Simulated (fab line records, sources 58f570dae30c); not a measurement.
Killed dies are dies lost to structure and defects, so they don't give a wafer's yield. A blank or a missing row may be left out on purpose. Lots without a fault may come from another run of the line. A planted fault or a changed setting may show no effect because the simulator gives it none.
Tool commonality check | flow berkeley_cmos170 | 14 lots, 42 wafers sampled

WHY IT WAS OPENED
At UCB170_ACTIVE_THK_MEAS_06 the reading ACTIVE_NITRIDE_THK is flagged on 2 of 14 lots. Wafers without a fault read 220.4 nm, standard deviation 2.3.
Rule: a lot is flagged when every wafer of it that has a number lies more than 4 standard deviations from that mean, or none has a number. The other lots count as sound.

lot  | measured    | on            | ACTIVE_NITRIDE_THK (nm), wafer by wafer | flag
L169 | day 4 02:56 | film_metro-03 | 219.4 220.4 221.5                       |
L168 | day 4 02:57 | film_metro-01 | 221.9 223.1 222.9                       |
L171 | day 4 17:19 | film_metro-04 | 218.7 219.0 219.2                       |
L170 | day 4 17:19 | film_metro-01 | 218.2 218.7 216.7                       |
L173 | day 5 08:37 | film_metro-03 | 223.9 220.8 223.9                       |
L174 | day 5 14:54 | film_metro-04 | 68.4 68.2 67.7                          | FLAGGED
L175 | day 5 20:30 | film_metro-01 | 69.3 68.8 69.2                          | FLAGGED
L176 | day 6 02:47 | film_metro-04 | 219.7 219.0 218.9                       |
L177 | day 6 02:47 | film_metro-01 | 219.6 217.9 217.8                       |
L178 | day 6 12:52 | film_metro-03 | 217.0 218.4 219.6                       |
L181 | day 7 01:12 | film_metro-04 | 221.8 219.8 219.5                       |
L188 | day 8 19:58 | film_metro-01 | 220.5 223.1 219.1                       |
L189 | day 8 19:58 | film_metro-04 | 219.5 220.1 220.0                       |
L190 | day 8 22:43 | film_metro-01 | 223.7 224.3 225.1                       |
The numbers of the flagged lots are 68.6 nm on average: -151.8 nm against the usual, or -66 standard deviations.

WHICH TOOL RAN EACH LOT
The record holds 2 process steps before the reading, out of a route of 331 steps. In each cell: the tool, then ch and the chambers that the sampled wafers went through, then the start.
lot  | flag    | UCB170_ZERO_STRIP_07                | UCB170_ACTIVE_CVD_05
L169 |         | plasma_asher-03 ch 0,1, day 2 02:42 | lpcvd-01 ch 1, day 4 00:58
L168 |         | plasma_asher-03 ch 0,1, day 1 23:17 | lpcvd-01 ch 1, day 4 00:58
L171 |         | plasma_asher-03 ch 0,1, day 2 13:47 | lpcvd-01 ch 0, day 4 14:26
L170 |         | plasma_asher-03 ch 0,1, day 2 07:54 | lpcvd-01 ch 0, day 4 14:26
L173 |         | plasma_asher-02 ch 0,1, day 2 22:59 | lpcvd-02 ch 1, day 5 06:42
L174 | FLAGGED | plasma_asher-02 ch 0,1, day 3 05:46 | lpcvd-02 ch 0, day 5 12:59
L175 | FLAGGED | plasma_asher-01 ch 0,1, day 3 12:13 | lpcvd-02 ch 1, day 5 18:35
L176 |         | plasma_asher-02 ch 0,1, day 3 18:38 | lpcvd-01 ch 0, day 6 00:52
L177 |         | plasma_asher-01 ch 1, day 3 22:55   | lpcvd-01 ch 0, day 6 00:52
L178 |         | plasma_asher-02 ch 0,1, day 4 04:38 | lpcvd-01 ch 1, day 6 10:56
L181 |         | plasma_asher-01 ch 0,1, day 4 21:02 | lpcvd-01 ch 1, day 6 23:16
L188 |         | plasma_asher-01 ch 0, day 6 04:45   | lpcvd-02 ch 0, day 8 18:02
L189 |         | plasma_asher-01 ch 0,1, day 6 11:43 | lpcvd-02 ch 1, day 8 18:02
L190 |         | plasma_asher-02 ch 0,1, day 6 14:20 | lpcvd-02 ch 1, day 8 20:47
What these steps do:
- UCB170_ZERO_STRIP_07: strips in O2.
- UCB170_ACTIVE_CVD_05: deposits Si3N4 from SiH2Cl2/NH3, target thk 220 nm, time 3300 s.
- UCB170_ACTIVE_THK_MEAS_06

FLAGGED OVER TOTAL, TOOL BY TOOL (the gauges that took the reading come last)
step                      | tool            | lots run | flagged | share of the flagged lots | sound lots run after its first flagged lot
UCB170_ZERO_STRIP_07      | plasma_asher-01 | 5        | 1       | some                      | 4 (L177,L181,L188,L189)
UCB170_ZERO_STRIP_07      | plasma_asher-02 | 5        | 1       | some                      | 3 (L176,L178,L190)
UCB170_ZERO_STRIP_07      | plasma_asher-03 | 4        | 0       | none                      | -
UCB170_ACTIVE_CVD_05      | lpcvd-01        | 8        | 0       | none                      | -
UCB170_ACTIVE_CVD_05      | lpcvd-02        | 6        | 2       | all                       | 3 (L188,L189,L190)
UCB170_ACTIVE_THK_MEAS_06 | film_metro-01   | 6        | 1       | some                      | 3 (L177,L188,L190)
UCB170_ACTIVE_THK_MEAS_06 | film_metro-03   | 3        | 0       | none                      | -
UCB170_ACTIVE_THK_MEAS_06 | film_metro-04   | 5        | 1       | some                      | 3 (L176,L181,L189)

WHAT THE TABLE ALLOWS
1 row of the table ran every flagged lot: lpcvd-02 at UCB170_ACTIVE_CVD_05.
- lpcvd-02 at UCB170_ACTIVE_CVD_05: 2 of its 6 lots flagged. Sound lots ran on it after the first flagged one (L188, L189, L190), which a lasting fault on the whole tool wouldn't allow.
No row of the table ran every flagged lot and no sound lot after the first.

WHAT THE SIMULATOR HAD PUT IN
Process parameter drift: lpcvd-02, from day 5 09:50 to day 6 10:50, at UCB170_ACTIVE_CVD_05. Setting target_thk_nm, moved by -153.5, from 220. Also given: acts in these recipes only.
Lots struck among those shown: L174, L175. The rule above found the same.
